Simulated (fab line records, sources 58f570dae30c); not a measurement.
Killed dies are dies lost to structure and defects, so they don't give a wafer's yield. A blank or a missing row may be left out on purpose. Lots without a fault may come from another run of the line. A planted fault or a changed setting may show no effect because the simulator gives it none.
Which tool did it? | flow berkeley_cmos170 | 15 lots, 45 wafers sampled, at 2 steps of a route of 331

WHAT THE GAUGES READ, wafer by wafer
UCB170_SDANNEAL_RS_MEAS_05: measures by four-point-probe.
lot  | measured     | on            | NLDD_RS (ohm/sq)
L357 | day 6 14:47  | film_metro-04 | 616.7 617.2 618.2
L356 | day 6 14:47  | film_metro-02 | 616.0 615.5 614.9
L359 | day 7 07:05  | film_metro-01 | 615.7 617.6 619.0
L358 | day 7 07:19  | film_metro-02 | 615.9 617.1 615.8
L360 | day 7 21:05  | film_metro-04 | 618.1 617.5 617.5
L361 | day 7 21:05  | film_metro-01 | 616.8 618.2 617.4
L362 | day 8 08:23  | film_metro-01 | 615.6 615.7 616.9
L365 | day 8 20:31  | film_metro-01 | 617.2 617.0 617.4
L364 | day 8 21:02  | film_metro-04 | 615.2 614.3 616.0
L368 | day 9 13:57  | film_metro-01 | 641.8 639.9 641.4
L370 | day 10 03:54 | film_metro-01 | 643.5 643.5 640.0
L372 | day 10 06:00 | film_metro-01 | 642.9 645.6 644.2
L376 | day 11 01:02 | film_metro-01 | 615.7 615.9 614.7
L379 | day 11 09:26 | film_metro-01 | 618.1 619.6 618.7
L378 | day 11 08:29 | film_metro-02 | 616.7 614.6 613.2

WHICH TOOL RAN EACH LOT (tool, then ch and the chambers of the sampled wafers, then the start)
lot  | UCB170_NLDD_IMPLANT_09
L357 | implanter-04 ch 0, day 6 03:32
L356 | implanter-03 ch 0, day 6 03:46
L359 | implanter-02 ch 0, day 6 17:28
L358 | implanter-04 ch 0, day 6 17:47
L360 | implanter-04 ch 0, day 7 06:49
L361 | implanter-03 ch 0, day 7 07:58
L362 | implanter-03 ch 0, day 7 21:32
L365 | implanter-03 ch 0, day 8 06:25
L364 | implanter-02 ch 0, day 8 07:05
L368 | implanter-03 ch 0, day 9 02:16
L370 | implanter-03 ch 0, day 9 19:05
L372 | implanter-03 ch 0, day 9 20:55
L376 | implanter-02 ch 0, day 10 14:09
L379 | implanter-04 ch 0, day 10 22:39
L378 | implanter-04 ch 0, day 10 23:58
- UCB170_NLDD_IMPLANT_09

WHAT THE TOOLS THEMSELVES READ (means of the sampled wafers that have a number; where no wafer has one, the mark that the record gives instead)
UCB170_NLDD_IMPLANT_09.
lot  | tool         | beam_energy_keV | dose_ions_cm2 | end_station_pressure_torr (Torr) | faraday_current_uA
L357 | implanter-04 | 30.015          | 5e+13         | 5.19e-06                         | 156.3
L356 | implanter-03 | 29.997          | 5e+13         | 4.97e-06                         | 158.4
L359 | implanter-02 | 29.995          | 5e+13         | 4.89e-06                         | 159.9
L358 | implanter-04 | 29.995          | 5e+13         | 5.30e-06                         | 159.9
L360 | implanter-04 | 30.007          | 5e+13         | 5.28e-06                         | 157.7
L361 | implanter-03 | 30.004          | 5e+13         | 5.17e-06                         | 157.7
L362 | implanter-03 | 29.995          | 5e+13         | 5.05e-06                         | 162.0
L365 | implanter-03 | 30.005          | 5e+13         | 5.16e-06                         | 159.7
L364 | implanter-02 | 30.001          | 5e+13         | 5.35e-06                         | 154.9
L368 | implanter-03 | 29.994          | 4e+13         | 5.12e-06                         | 137.1
L370 | implanter-03 | 29.986          | 4e+13         | 5.28e-06                         | 137.1
L372 | implanter-03 | 30.006          | 4e+13         | 5.11e-06                         | 140.6
L376 | implanter-02 | 30.008          | 5e+13         | 5.36e-06                         | 155.2
L379 | implanter-04 | 30.012          | 5e+13         | 4.97e-06                         | 156.9
L378 | implanter-04 | 29.998          | 5e+13         | 5.02e-06                         | 162.4

THE ANSWER, worked out from the rows above alone
Rule: what is usual is taken from the lots themselves. Put in order of their means at a reading, lots are off if they are a third of the lots or fewer, leave a main group of 4 or more, and stand apart from it by a gap of 3 or more times the standard deviation of the main group's means; of several such gaps the widest counts. A main group whose means are all the same, to the digits that the tables above print for the reading, isn't used. A lot without any number at a reading at which 4 lots or more have one is off too. The other lots that the step has rows for count as sound. The gauges are gone through in route order, then the tools' own readings, and for those a lot's mean is taken as printed above. The first step at which some lot is off is used, and at that step the reading that is off furthest; a lot without a number counts as furthest.
Off: L368, L370, L372, at UCB170_SDANNEAL_RS_MEAS_05 (NLDD_RS). The main group: mean 616.6 ohm/sq, standard deviation 1.2.
A tool fits if, at a process step before that reading, it ran every lot that is off, and no sound lot after the first of them. The gauges at UCB170_SDANNEAL_RS_MEAS_05 aren't tried: what is off there is off at UCB170_NLDD_IMPLANT_09 too, on other tools, and a gauge's error can't cause that. One fits: implanter-03 at UCB170_NLDD_IMPLANT_09. Its last sound lot is L365 (day 8 06:25), its first lot that is off L368 (day 9 02:16): a fault that began between those two fits.
The tool's own readings at UCB170_NLDD_IMPLANT_09 bear it out: on the lots that are off they differ by more than 5 times the standard deviation of the sound lots' means. dose_ions_cm2 reads 4e+13 there against 5e+13 on the sound lots; faraday_current_uA reads 138.3 there against 158.4 on the sound lots.

WHAT THE SIMULATOR HAD PUT IN
Process parameter drift: implanter-03, from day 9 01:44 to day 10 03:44, at UCB170_NLDD_IMPLANT_09. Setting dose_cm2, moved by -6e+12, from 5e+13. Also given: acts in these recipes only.
Lots struck among those shown: L368, L370, L372. The rule above found the same.
